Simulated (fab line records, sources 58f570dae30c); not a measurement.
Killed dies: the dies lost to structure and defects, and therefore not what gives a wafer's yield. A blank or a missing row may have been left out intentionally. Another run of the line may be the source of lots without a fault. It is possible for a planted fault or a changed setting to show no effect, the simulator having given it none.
Which tool was responsible?	flow berkeley_cmos170	Sampling: 12 lots, 36 wafers, 2 of 331 route steps

## WHAT EACH GAUGE READ, for each wafer
UCB170_WELLDRIVE_THK_MEAS_02.
lot	measured	on	WELLDRIVE_OXIDE_THK (nm)
L075	day 3 16:46	film_metro-01	192 192 190
L077	day 4 04:46	film_metro-01	192 192 192
L079	day 4 15:07	film_metro-01	196 194 199
L081	day 4 23:34	film_metro-03	198 195 198
L083	day 5 16:58	film_metro-03	197 196 199
L085	day 5 22:10	film_metro-03	203 205 200
L087	day 6 08:14	film_metro-03	197 198 195
L089	day 6 23:13	film_metro-02	197 196 197
L091	day 6 23:13	film_metro-01	198 202 199
L093	day 7 21:16	film_metro-03	194 195 194
L095	day 8 02:46	film_metro-01	197 198 203
L096	day 8 15:01	film_metro-01	193 194 193

## WHAT TOOL EACH LOT RAN ON (gives the tool, then ch and the chambers of the sampled wafers, and finally the start)
lot	UCB170_ZERO_STRIP_07
L075	plasma_asher-03 ch 0,1, day 2 00:10
L077	plasma_asher-03 ch 0,1, day 2 09:37
L079	plasma_asher-03 ch 0,1, day 2 22:19
L081	plasma_asher-03 ch 0,1, day 3 09:41
L083	plasma_asher-02 ch 0, day 3 16:16
L085	plasma_asher-02 ch 0,1, day 4 02:17
L087	plasma_asher-04 ch 0,1, day 4 11:47
L089	plasma_asher-02 ch 0,1, day 5 00:38
L091	plasma_asher-04 ch 0,1, day 5 07:28
L093	plasma_asher-03 ch 0,1, day 5 19:56
L095	plasma_asher-04 ch 0,1, day 6 07:56
L096	plasma_asher-02 ch 0,1, day 6 16:22
- UCB170_ZERO_STRIP_07: strips in O2.

## THE ANSWER, worked out from the rows above alone
Rule: usual is defined by the lots themselves. The widest of any qualifying gaps counts: lots, ordered by their means at a reading, are off when they make up no more than a third of the lots, leave a main group of 4 or more, and stand apart from it by 3 or more times the standard deviation of that group's means. The tables above print the reading to a certain number of digits; a main group whose means all agree to those digits is not used. A lot without any number at a reading at which 4 lots or more have one is off too. Any other lot the step has rows for is counted as sound.
No lot is off at any reading shown: from this, nothing can be told.

## WHAT HAD BEEN PUT IN BY THE SIMULATOR
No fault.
